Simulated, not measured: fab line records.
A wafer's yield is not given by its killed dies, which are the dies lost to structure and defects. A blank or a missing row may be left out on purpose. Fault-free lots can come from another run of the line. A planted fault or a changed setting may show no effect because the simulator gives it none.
Split-lot experiment    flow berkeley cmos170    route with 331 steps; 5 lots, 23 wafers read

THE SPLIT
At UCB170_SILICIDE_SPUTTER_01 (material Ti, target thk 30 nm, time 25 s), the setting power w was moved away from the recipe's 1500 W on 8 of the 23 wafers read, by +6.6% to +10.2%. All remaining wafers had this setting at the recipe value.

FROM SPLIT TO READING: 1 step shown by the file between the two
- UCB170_SILICIDE_RS_MEAS_02: measures by four-point-probe

THE READING
SILICIDE_TI_THK, in nm, at UCB170_SILICIDE_THK_MEAS_03 (measures by xrf). Fault-free wafers of this fab line usually give 29.5 nm, standard deviation 0.42 nm.

wafer   tool, chamber at the split  power w as run, W  against the recipe  SILICIDE_TI_THK, nm  against lot-mates on the recipe
L076.1  pvd sputter-03, -           1500               recipe              29.8                 -
L076.2  pvd sputter-03, -           1500               recipe              30.0                 -
L076.4  pvd sputter-03, -           1500               recipe              29.8                 -
L076.5  pvd sputter-03, -           1500               recipe              30.1                 -
L076.6  pvd sputter-03, -           1500               recipe              29.9                 -
L075.1  pvd sputter-01, -           1500               recipe              29.0                 -
L075.3  pvd sputter-01, -           1500               recipe              28.6                 -
L075.4  pvd sputter-01, -           1500               recipe              29.4                 -
L079.1  pvd sputter-03, -           1599               +6.6%               31.6                 +2.0
L079.2  pvd sputter-03, -           1500               recipe              29.9                 -
L079.4  pvd sputter-03, -           1500               recipe              29.4                 -
L079.5  pvd sputter-03, -           1599               +6.6%               32.0                 +2.4
L079.6  pvd sputter-03, -           1500               recipe              29.4                 -
L083.1  pvd sputter-02, -           1500               recipe              29.4                 -
L083.2  pvd sputter-02, -           1500               recipe              29.1                 -
L083.3  pvd sputter-02, -           1631               +8.7%               32.1                 +2.9
L083.4  pvd sputter-02, -           1631               +8.7%               32.7                 +3.5
L083.5  pvd sputter-02, -           1631               +8.7%               33.0                 +3.8
L084.2  pvd sputter-03, -           1653               +10.2%              32.4                 +2.5
L084.3  pvd sputter-03, -           1653               +10.2%              32.7                 +2.9
L084.4  pvd sputter-03, -           1653               +10.2%              32.9                 +3.0
L084.5  pvd sputter-03, -           1500               recipe              29.8                 -
L084.6  pvd sputter-03, -           1500               recipe              29.9                 -

FIT RESULTS
A straight line over all 23 wafers: SILICIDE_TI_THK changes by +0.323 nm for each +1% of power w; r = +0.96; the points scatter about the line by 0.41 nm.
The same after taking each lot's own level away (the mean of its wafers on the recipe; 23 wafers): +0.322 nm for each +1%; r = +0.97; scatter 0.36 nm.
The reading moves by 3.3 nm for the largest change in power w, on that fit.
Measured against the standard deviation above, the lots' own levels, which go from 29.00 to 29.92 nm, span 2.2 times it.
The two slopes are in agreement: the lot-to-lot level therefore moves the slope only a little.
Check: for one of the wafers moved furthest among these (+10.2%), held out of the fit, the line's prediction against its lot-mates is +3.45 nm. It came out at +2.55 nm against them.

THE WHOLE CHAIN: every reading that the file lists as answering this split, in the file's order
step                         what it does                              reading                                                                            change (the file's fit)                r (the file's)
UCB170_SILICIDE_SPUTTER_01   material Ti, target thk 30 nm, time 25 s  Ti_of_SILICIDE_SPUTTER_01.thk nm (the simulator's own value, which no gauge read)  +0.326 nm for each +1% of the setting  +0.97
UCB170_SILICIDE_RS_MEAS_02   measures by four-point-probe              SILICIDE_TI_RS                                                                     -0.297 for each +1% of the setting     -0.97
UCB170_SILICIDE_THK_MEAS_03  measures by xrf                           SILICIDE_TI_THK                                                                    +0.326 for each +1% of the setting     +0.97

FILE'S OWN FIT
SILICIDE_TI_THK changes by +0.326 nm for each +1% of power w, r = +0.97.
